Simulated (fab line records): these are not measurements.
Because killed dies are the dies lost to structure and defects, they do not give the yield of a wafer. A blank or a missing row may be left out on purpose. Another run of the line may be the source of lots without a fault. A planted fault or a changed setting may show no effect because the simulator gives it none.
Comparing a struck lot with a sound one ; flow rit cmos ; 27 out of 202 route steps
Sound: these wafers, L197.2, L197.3, L197.6. Struck: wafers L203.3, L203.5. (L203.2 of the same lot was not struck and is left out.) The cause comes at the end.
For every step that has rows: the tool of each side, followed by ch and its chambers, followed by its first start. Under that, the readings that differ: sound wafers ; struck wafers ; difference of the means ; sigmas: that difference in standard deviations of wafers without a fault.
alike: same words and numbers on both sides, and readings whose means sit less than 2 such deviations apart. not compared: any withheld reading, any reading some wafer has no value for, any bound like >300 that may hide the same value, and any number with overlapping values for which the record gives no deviation.
A row with sigmas, a row that says differs or no value, or rows on one side alone: a step with any of these is where the two part. Numbers that don't overlap but have no deviation are shown without sigmas and don't part them. A reading missing from all wafers of one side parts the sides only when that side holds two or more wafers.

first, 4 steps without rows for these wafers: RIT_CONTACT_SOFTBAKE_04 (time 60 s); RIT_CONTACT_EXPOSE_05 (exposes mask M11, target cd 1000 nm); RIT_CONTACT_PEB_06; RIT_CONTACT_DEVELOP_07 (develop time 120 s).
RIT_CONTACT_CD_MEAS_08: the cd target is 1000 nm.
  struck on cd sem-01, day 5 23:00; sound on cd sem-01, day 4 20:01
reading;sound;struck;difference;sigmas
cd nm (nm);996.6 998.2 996.9;1003.3 1002.0;+5.4;+3
RIT_CONTACT_OVL_MEAS_09:
  struck on overlay-02, day 5 23:06; sound on overlay-01, day 4 20:07
  alike: CONTACT_OVL
then, 1 step without rows for these wafers: RIT_CONTACT_HARDBAKE_10 (time 60 s).
RIT_CONTACT_ETCH_11: etches SiO2 in CHF3/CF4/Ar, stops on TiSi2, target depth 480 nm, time 320 s.
  sound on rie diel-03 ch 0,1,3, day 4 20:18; struck on rie diel-04 ch 0,3, day 5 23:17
  alike: CHF3_flow_sccm, chamber pressure mTorr, drypump motor current A, mfc ar sccm, oes product au, throttle valve pct
  not compared: rf hours counter h
RIT_CONTACT_STRIP_12: strips in O2, time 180 s.
  sound on plasma asher-01 ch 0,1, day 4 20:29; struck on plasma asher-01 ch 0,1, day 5 23:29
  alike: chamber pressure mTorr, drypump motor current A
  not compared: rf hours counter h
RIT_CONTACT_CD_MEAS_90: the cd target is 1000 nm.
  struck on cd sem-02, day 5 23:40; sound on cd sem-02, day 4 20:41
reading;sound;struck;difference;sigmas
cd nm (nm);997.3 998.2 996.8;1002.8 1001.6;+4.8;+2
then, 2 steps without rows for these wafers: RIT_CONTACT_CLEAN_13 (cleans in SC1, time 600 s); RIT_CONTACT_CLEAN_14 (cleans in SC2, time 600 s).
RIT_M1_SPUTTER_00: material Al, target thk 400 nm, time 500 s.
  struck on pvd sputter-04, day 6 00:09; sound on pvd sputter-01, day 4 21:20
reading;sound;struck;difference;sigmas
model.Al_of_M1_SPUTTER_00.thk nm (nm);394 395.4 400.1;439 439;+42;
  alike: substrate temp c, throttle valve pct
RIT_M1_RS_MEAS_01: measurement is done with a four-point probe.
  struck on film metro-01, day 6 00:28; sound on film metro-04, day 4 21:38
reading;sound;struck;difference;sigmas
M1_AL_RS (ohm/sq);0.0745 0.0744 0.0735;0.0668 0.0668;-0.0073;-10
RIT_M1_THK_MEAS_02: measures by xrf.
  struck on film metro-01, day 6 00:35; sound on film metro-04, day 4 21:45
reading;sound;struck;difference;sigmas
M1_AL_THK (nm);400 404 406;444 443;+40;+8
then, 6 steps without rows for these wafers: RIT_M1_HMDS_03 (prime time 60 s); RIT_M1_COAT_04 (resist thk 1300 nm); RIT_M1_SOFTBAKE_05 (time 60 s); RIT_M1_EXPOSE_06 (exposes mask M12, target cd 2600 nm); RIT_M1_PEB_07; RIT_M1_DEVELOP_08 (develop time 68 s).
RIT_M1_CD_MEAS_09: the cd target is 2600 nm.
  struck on cd sem-02, day 6 01:32; sound on cd sem-01, day 4 22:47
  alike: cd nm
RIT_M1_OVL_MEAS_10:
  struck on overlay-02, day 6 01:38; sound on overlay-01, day 4 22:54
  alike: M1_OVL
then, 1 step without rows for these wafers: RIT_M1_HARDBAKE_11 (time 120 s).
RIT_M1_METAL_ETCH_12: etches Al in Cl2/BCl3, stops on SiO2, time 165 s, target depth 600 nm.
  sound on rie metal-02 ch 0,1, day 4 23:11; struck on rie metal-02 ch 0,1, day 6 01:55
reading;sound;struck;difference;sigmas
oes product au (a.u.);0.768 0.772 0.796;0.817 0.841;+0.050;+5
  alike: chamber pressure mTorr, drypump motor current A, throttle valve pct
  not compared: rf hours counter h
then, 1 step without rows for these wafers: RIT_M1_STRIP_13 (strips in nmp, time 600 s).
RIT_M1_PROBE_99:
  struck on prober-01, day 6 04:18; sound on prober-02, day 5 01:31
reading;sound;struck;difference;sigmas
model.etest.m1.rs ohm sq;0.07377 0.07364 0.07256;0.06658 0.0656;-0.00723;
  alike: defect limited yield, killed at contacts, killed at front end, killed dies, killed open, killed short, sort_bin_3_pad_short, sort_bin_5_function, sort_bin_6_memory, sort n pass, sort yield pct

WHERE THEY PART
First at RIT_CONTACT_CD_MEAS_08; last, within this record, at RIT_M1_METAL_ETCH_12. Later steps at which nothing parts them and some readings are alike: RIT_M1_PROBE_99.

WHY: what the simulator had put in
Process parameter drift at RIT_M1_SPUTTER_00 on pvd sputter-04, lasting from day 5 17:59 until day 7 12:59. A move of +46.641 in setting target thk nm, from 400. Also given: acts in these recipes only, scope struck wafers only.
